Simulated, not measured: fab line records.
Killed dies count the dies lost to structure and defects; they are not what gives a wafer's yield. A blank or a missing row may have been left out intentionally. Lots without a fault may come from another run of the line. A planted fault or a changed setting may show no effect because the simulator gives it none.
Code-filled problem report in 8D (eight disciplines) form ; flow ritCmos ; the parts of the form that need people (team, actions taken, sign-off) are left out

1. WHAT WENT WRONG
Mean GATE_OXIDE_THK at RIT_GATE_THK_MEAS_07: 3.52 nm over 9 wafers in 3 lots; fault-free wafers: 3.04 nm, standard deviation 0.063. That is +7.6 standard deviations from the usual mean.
The first sign was on wafer L758.2 at day 4 06:19, on filmMetro-03. At this step, 45 wafers from 15 lots have a number in the record. The rule behind "out" and "out of limits": a value lying over 4 standard deviations away from the usual mean. The rest of the wafers with a number are treated as sound.

2. WHAT IT IS, AND WHAT IT ISN'T
question;is;is not
which readings at this step;GATE_OXIDE_THK;-
which lots;L758, L759, L760;L751, L752, L753, L754, L757, L761, L766, L768, L769, L770, L771, L773
which wafers of those lots;all that have a number;-
read on which gauges;filmMetro-03;filmMetro-02, filmMetro-04
when;from day 4 06:19;"up to then (15 sound wafers); but 21 sound wafers of L761, L766, L768, L769, L770, L771, L773 came after"

3. SUSPECTS, AND WHAT RULES EACH OUT
Counting: a tool stays on the suspect list if, at a process step up to the reading, it processed all lots that are out and no sound lot following the first of them.
- the gauge at RIT_GATE_THK_MEAS_07: kept. All the wafers that are out were read on filmMetro-03, and no step on other tools shows them out.
- furnace-01 at RIT_GATE_OXIDATION_05 (target thk 3 nm, ox time 270 s): kept. It ran every lot that is out, first L758 (day 4 03:03), and no sound lot after that; its last sound lot up to then is L757 (day 3 20:37).
Remaining after the count are furnace-01 at RIT_GATE_OXIDATION_05 and filmMetro-03 at RIT_GATE_THK_MEAS_07.

4. THE CAUSE (what the simulator had put in)
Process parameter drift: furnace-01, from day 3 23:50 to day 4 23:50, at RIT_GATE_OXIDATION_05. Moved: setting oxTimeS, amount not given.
After counting, 2 suspects remain, this tool included.

5. THE CHAIN OF EFFECTS, in route order
Each row: a reading whose mean over the struck wafers that have a number lies more than 3 standard deviations from the usual. Scope: only readings with a usual standard deviation given in the record; hours: median across lots of the time from each lot's start at the first step in this table that gives one to its start at this step; sigmas: change in usual standard deviations.
hours;step;reading;usual;on struck wafers;change;sigmas
0;RIT_GATE_THK_MEAS_07;GATE_OXIDE_THK;3.04 nm;3.52;+0.48;+7.6
At these later measuring or inspecting steps, every struck wafer for which the step has a row has a number for every such reading, and none has moved that far: RIT_CONTACT_THK_MEAS_01.

6. HOW IT WOULD HAVE BEEN CAUGHT EARLIER
Counted from the fault's start at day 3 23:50, it took 6 hours until the first out-of-limits reading at a measuring or inspecting step in this record, taken at day 4 06:19.
Tool readings at RIT_GATE_OXIDATION_05 with a usual standard deviation given in the record: none out on any struck wafer, hence no alarm at a limit of 4 standard deviations on them.
Lots out: 3; of these, L760 started RIT_GATE_OXIDATION_05 on furnace-01 after day 4 06:19. A tool hold placed at that time would have kept it from harm.
